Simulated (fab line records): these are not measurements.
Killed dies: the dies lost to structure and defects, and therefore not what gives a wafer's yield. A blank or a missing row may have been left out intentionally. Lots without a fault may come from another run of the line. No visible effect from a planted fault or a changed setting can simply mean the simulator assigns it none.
What tool caused it?	flow berkeley cmos170	14 lots, 42 wafers sampled, at 1 step of a route of 331

WHAT THE GAUGES READ, wafer by wafer
Not one reading of a measure or inspect step in the record can be checked against a usual standard deviation.

TOOL THAT RAN EACH LOT (tool first, then ch and the chambers of the sampled wafers, then the start)
lot	UCB170_V2_EXPOSE_09
L911	krf scanner-01 ch 0, day 8 06:08
L912	krf scanner-02 ch 0, day 8 13:03
L913	krf scanner-01 ch 0, day 9 01:14
L915	krf scanner-01 ch 0, day 9 13:02
L916	krf scanner-02 ch 0, day 9 17:27
L918	krf scanner-01, day 9 19:36
L921	krf scanner-02, day 10 06:35
L927	krf scanner-02 ch 0, day 12 04:26
L929	krf scanner-02 ch 0, day 12 06:40
L928	krf scanner-02 ch 0, day 12 07:07
L930	krf scanner-02 ch 0, day 13 00:35
L934	krf scanner-02 ch 0, day 13 22:51
L933	krf scanner-02 ch 0, day 13 23:26
L932	krf scanner-01 ch 0, day 14 00:15
- UCB170_V2_EXPOSE_09: exposes mask VIA2, target cd 700 nm.

AS READ BY THE TOOLS THEMSELVES (means over the sampled wafers that have a number; for cases with no such wafer, the mark the record gives instead)
UCB170_V2_EXPOSE_09.
lot	tool	exposure dose mJ cm2	focus offset nm (nm)
L911	krf scanner-01	36.99	-0.3
L912	krf scanner-02	37.00	-0.3
L913	krf scanner-01	37.00	-0.0
L915	krf scanner-01	36.95	0.3
L916	krf scanner-02	37.00	0.2
L918	krf scanner-01	-	-
L921	krf scanner-02	-	-
L927	krf scanner-02	36.97	0.2
L929	krf scanner-02	36.98	0.2
L928	krf scanner-02	36.95	0.4
L930	krf scanner-02	36.90	-0.1
L934	krf scanner-02	36.95	0.0
L933	krf scanner-02	36.97	-0.2
L932	krf scanner-01	37.00	-0.0

THE ANSWER, worked out from the rows above alone
Rule: what is usual is taken from the lots themselves. The widest of any qualifying gaps counts: lots, ordered by their means at a reading, are off when they make up no more than a third of the lots, leave a main group of 4 or more, and stand apart from it by 3 or more times the standard deviation of that group's means. A main group is skipped when, at the precision printed for the reading in the tables above, its means are all equal. Also off: a lot with no number at a reading for which 4 or more lots have one. Any other lot the step has rows for is counted as sound. Order of review: gauges by route order, followed by the tools' own readings, for which a lot's mean as printed above is used. The first step at which some lot is off is used, and at that step the reading that is off furthest; a lot without a number counts as furthest.
Off: L918, L921, at UCB170_V2_EXPOSE_09 (exposure dose mJ cm2). Without a number there: L918, L921. The main group has a mean of 36.97 with a standard deviation of 0.029.
If a tool, at that step or one of the process steps before it, ran each lot that is off and ran no sound lot following the first of them, it fits. Not one of the candidates tried fits.

WHAT THE SIMULATOR PUT IN
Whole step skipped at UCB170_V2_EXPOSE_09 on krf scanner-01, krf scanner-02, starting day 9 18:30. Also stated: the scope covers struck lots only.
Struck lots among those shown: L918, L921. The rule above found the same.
